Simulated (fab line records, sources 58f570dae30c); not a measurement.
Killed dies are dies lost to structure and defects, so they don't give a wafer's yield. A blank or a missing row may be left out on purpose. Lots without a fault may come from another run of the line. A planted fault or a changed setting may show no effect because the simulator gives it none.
Which tool did it? | flow berkeley_cmos170 | 14 lots, 42 wafers sampled, at 3 steps of a route of 331

WHAT THE GAUGES READ, wafer by wafer
UCB170_PLDD_TW_MEAS_11. Usual: PLDD_TW 1007, standard deviation 9.8.
lot  | measured     | on            | PLDD_TW        | flag
L815 | day 7 20:49  | film_metro-01 | 995 1003 998   |
L819 | day 8 03:51  | film_metro-01 | 991 993 993    |
L820 | day 8 04:41  | film_metro-04 | 1009 1015 1016 |
L822 | day 8 13:39  | film_metro-04 | 1013 1012 1017 |
L821 | day 8 14:41  | film_metro-04 | 1011 1010 1010 |
L823 | day 9 00:56  | film_metro-01 | 1003 1000 1004 |
L825 | day 9 01:32  | film_metro-04 | 1010 1013 1013 |
L827 | day 9 17:05  | film_metro-04 | 968 965 968    | OFF
L834 | day 10 23:23 | film_metro-01 | 997 996 997    |
L831 | day 10 23:26 | film_metro-04 | 968 968 967    | OFF
L830 | day 10 23:41 | film_metro-01 | 993 997 993    |
L833 | day 10 23:49 | film_metro-01 | 998 995 992    |
L837 | day 11 14:08 | film_metro-03 | 1016 1013 1013 |
L835 | day 11 14:46 | film_metro-03 | 1014 1011 1014 |

UCB170_SDANNEAL_RS_MEAS_04: measures by four-point-probe. Usual: PLDD_RS 1033.0 ohm/sq, standard deviation 2.7.
lot  | measured     | on            | PLDD_RS (ohm/sq)     | flag
L815 | day 8 11:30  | film_metro-01 | 1033.2 1029.8 1033.1 |
L819 | day 8 20:36  | film_metro-04 | 1032.1 1034.6 1038.1 |
L820 | day 8 20:26  | film_metro-01 | 1034.9 1037.6 1035.2 |
L822 | day 9 03:58  | film_metro-01 | 1033.1 1032.2 1031.8 |
L821 | day 9 04:37  | film_metro-01 | 1033.7 1038.3 1037.7 |
L823 | day 9 18:42  | film_metro-04 | 1030.6 1027.5 1032.2 |
L825 | day 9 19:09  | film_metro-01 | 1033.6 1030.9 1028.3 |
L827 | day 10 05:40 | film_metro-04 | 1046.5 1046.3 1046.4 | OFF
L834 | day 11 12:09 | film_metro-01 | 1032.2 1033.9 1034.7 |
L831 | day 11 11:58 | film_metro-03 | 1044.6 1046.5 1046.9 | OFF
L830 | day 11 12:28 | film_metro-04 | 1029.8 1032.1 1034.5 |
L833 | day 11 12:54 | film_metro-01 | 1034.0 1031.0 1032.3 |
L837 | day 12 05:08 | film_metro-01 | 1031.1 1033.7 1037.1 |
L835 | day 12 04:37 | film_metro-04 | 1036.2 1039.2 1037.9 |

WHICH TOOL RAN EACH LOT (tool, then ch and the chambers of the sampled wafers, then the start)
lot  | UCB170_PLDD_IMPLANT_09
L815 | implanter-03 ch 0, day 7 20:35
L819 | implanter-01 ch 0, day 8 03:36
L820 | implanter-01 ch 0, day 8 04:26
L822 | implanter-01 ch 0, day 8 13:24
L821 | implanter-03 ch 0, day 8 14:28
L823 | implanter-03 ch 0, day 9 00:41
L825 | implanter-02 ch 0, day 9 01:20
L827 | implanter-01 ch 0, day 9 16:50
L834 | implanter-03 ch 0, day 10 23:08
L831 | implanter-01 ch 0, day 10 23:11
L830 | implanter-02 ch 0, day 10 23:27
L833 | implanter-03 ch 0, day 10 23:36
L837 | implanter-03 ch 0, day 11 13:54
L835 | implanter-02 ch 0, day 11 14:31
- UCB170_PLDD_IMPLANT_09

WHAT THE TOOLS THEMSELVES READ (means of the sampled wafers that have a number; where no wafer has one, the mark that the record gives instead)
UCB170_PLDD_IMPLANT_09. Usual: beam_energy_keV 10.000, standard deviation 0.0032; beam_on_s 10.00 s, standard deviation 0.23; faraday_current_uA 158, standard deviation 3.5.
lot  | tool         | beam_energy_keV | beam_on_s (s) | faraday_current_uA | flag
L815 | implanter-03 | 10.001          | 9.99          | 159                |
L819 | implanter-01 | 10.001          | 9.89          | 160                |
L820 | implanter-01 | 10.001          | 9.95          | 159                |
L822 | implanter-01 | 9.998           | 10.15         | 156                |
L821 | implanter-03 | 10.002          | 9.88          | 160                |
L823 | implanter-03 | 10.003          | 9.97          | 159                |
L825 | implanter-02 | 10.001          | 9.87          | 161                |
L827 | implanter-01 | 7.003           | 15.01         | 106                | OFF
L834 | implanter-03 | 9.997           | 10.08         | 157                |
L831 | implanter-01 | 6.997           | 14.81         | 107                | OFF
L830 | implanter-02 | 10.002          | 10.06         | 158                |
L833 | implanter-03 | 9.998           | 10.07         | 158                |
L837 | implanter-03 | 9.998           | 9.96          | 160                |
L835 | implanter-02 | 9.998           | 9.94          | 159                |

THE ANSWER, worked out from the rows above alone
Rule: a lot is off if the mean of its wafers that have a number lies more than 3 standard deviations from the usual mean. A lot without any number at a reading at which 4 lots or more have one is off too. The other lots that the step has rows for count as sound. The gauges are gone through in route order, then the tools' own readings, and for those a lot's mean is taken as printed above. The first step at which some lot is off is used, and at that step the reading that is off furthest; a lot without a number counts as furthest.
Off: L827, L831, at UCB170_PLDD_TW_MEAS_11 (PLDD_TW).
A tool fits if, at a process step before that reading, it ran every lot that is off, and no sound lot after the first of them. The gauges at UCB170_PLDD_TW_MEAS_11 aren't tried: what is off there is off at UCB170_PLDD_IMPLANT_09 too, on other tools, and a gauge's error can't cause that. One fits: implanter-01 at UCB170_PLDD_IMPLANT_09. Its last sound lot is L822 (day 8 13:24), its first lot that is off L827 (day 9 16:50): a fault that began between those two fits.
The tool's own readings at UCB170_PLDD_IMPLANT_09 bear it out: on the lots that are off they differ by more than 5 times the standard deviation of the sound lots' means. beam_energy_keV reads 7.000 there against 10.000 on the sound lots; beam_on_s reads 14.91 s there against 9.98 s on the sound lots; faraday_current_uA reads 106 there against 159 on the sound lots.

WHAT THE SIMULATOR HAD PUT IN
Process parameter drift: implanter-01, from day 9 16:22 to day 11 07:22, at UCB170_PLDD_IMPLANT_09. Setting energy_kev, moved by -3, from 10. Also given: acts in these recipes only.
Lots struck among those shown: L827, L831. The rule above found the same.
